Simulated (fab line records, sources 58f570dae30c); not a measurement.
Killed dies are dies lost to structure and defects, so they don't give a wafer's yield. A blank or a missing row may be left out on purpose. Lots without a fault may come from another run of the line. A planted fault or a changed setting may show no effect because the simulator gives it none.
A struck lot beside a sound one | flow berkeley_cmos170 | 16 steps out of a route of 331
Sound: wafers L326.2, L326.4, L326.6. Struck: wafers L334.2, L334.6. (L334.4 of the same lot was not struck and is left out.) The cause comes at the end.
At each step with rows: each side's tool, then ch and its chambers, then its first start. Under that, the readings that differ: sound wafers | struck wafers | difference of the means | sigmas: that difference in standard deviations of wafers without a fault.
alike: readings whose means differ by less than 2 such deviations, and words and numbers that are the same on both sides. not compared: withheld readings, readings that some wafer has no value for, bounds like >300 that may hide the same value, and numbers for which the record gives no deviation and whose values overlap.
The two part at a step that has a row with sigmas, a row that says differs or no value, or rows on one side only. Numbers that don't overlap but have no deviation are shown without sigmas and don't part them. A reading that every wafer of one side lacks parts them only if that side has two wafers or more.

first, 1 step without rows for these wafers: UCB170_PWELL_OXIDATION_02 (target thk 26.4 nm, ox time 1260 s).
UCB170_PWELL_THK_MEAS_03:
  sound on film_metro-04, day 3 09:48; struck on film_metro-01, day 5 02:04
  alike: PWELL_OXIDE_THK
then, 2 steps without rows for these wafers: UCB170_PWELL_ANNEAL_04 (time 900 s); UCB170_PWELL_CVD_05 (deposits Si3N4 from SiH2Cl2/NH3, target thk 220 nm, time 3300 s).
UCB170_PWELL_THK_MEAS_06:
  sound on film_metro-01, day 3 14:20; struck on film_metro-01, day 5 08:38
  alike: PWELL_NITRIDE_THK
then, 6 steps without rows for these wafers: UCB170_PWELL_HMDS_07 (prime time 60 s); UCB170_PWELL_COAT_08 (resist thk 900 nm); UCB170_PWELL_SOFTBAKE_09 (time 60 s); UCB170_PWELL_EXPOSE_10 (exposes mask PWELL, target cd 3000 nm); UCB170_PWELL_PEB_11; UCB170_PWELL_DEVELOP_12 (develop time 45 s).
UCB170_PWELL_OVL_MEAS_13:
  sound on overlay-01, day 3 16:00; struck on overlay-02, day 5 10:23
  alike: PWELL_OVL
UCB170_PWELL_ETCH_14: etches Si3N4 in CH3F/Ar/O2, stops on SiO2, target depth 242 nm, time 151 s.
  sound on rie_diel-02 ch 0,2,3, day 3 16:02; struck on rie_diel-03 ch 2, day 5 10:25
  reading                                      | sound             | struck      | difference | sigmas
  oes_product_au (a.u.)                        | 0.932 0.921 0.962 | 1.031 1.033 | +0.094     | +6
  run_length_s (s)                             | 179.0 179.2 179.3 | 118.0 117.9 | -61.2      | -99 or more
  model.etch.depth_nm (nm)                     | 219.5 217.3 217.5 | 144.9 144.7 | -73.3      |
  model.KrF_of_PWELL_COAT_08.thk_nm (nm)       | 727.3 722.1 723.1 | 792.9 791.1 | +67.8      |
  model.SiO2_of_PWELL_OXIDATION_02.thk_nm (nm) | 23.26 22.92 22.99 | 23.6 24.27  | +0.9       |
  alike: CH3F_flow_sccm, O2_flow_sccm, drypump_motor_current_A, throttle_valve_pct
  not compared: rf_hours_counter_h
then, 1 step without rows for these wafers: UCB170_PWELL_IMPLANT_15.
UCB170_PWELL_STRIP_16: strips in O2.
  sound on plasma_asher-02 ch 0,1, day 3 16:17; struck on plasma_asher-03 ch 1, day 5 10:41
  reading                      | sound             | struck      | difference | sigmas
  drypump_motor_current_A (A)  | 5.7 6.0 5.7       | 4.8 4.8     | -1.0       | -3
  strip_time_to_endpoint_s (s) | 18.15 18.05 18.06 | 19.73 19.68 | +1.62      | +18
  alike: oes_product_au
  not compared: rf_hours_counter_h
UCB170_PWELL_TW_MEAS_17:
  sound on film_metro-02, day 3 16:23; struck on film_metro-02, day 5 10:47
  alike: PWELL_TW

WHERE THEY PART
First at UCB170_PWELL_ETCH_14; last, within this record, at UCB170_PWELL_STRIP_16. Later steps at which nothing parts them and some readings are alike: UCB170_PWELL_TW_MEAS_17.

WHY: what the simulator had put in
Process parameter drift: rie_diel-03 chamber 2, from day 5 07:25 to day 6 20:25, at UCB170_PWELL_ETCH_14. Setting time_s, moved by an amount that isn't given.
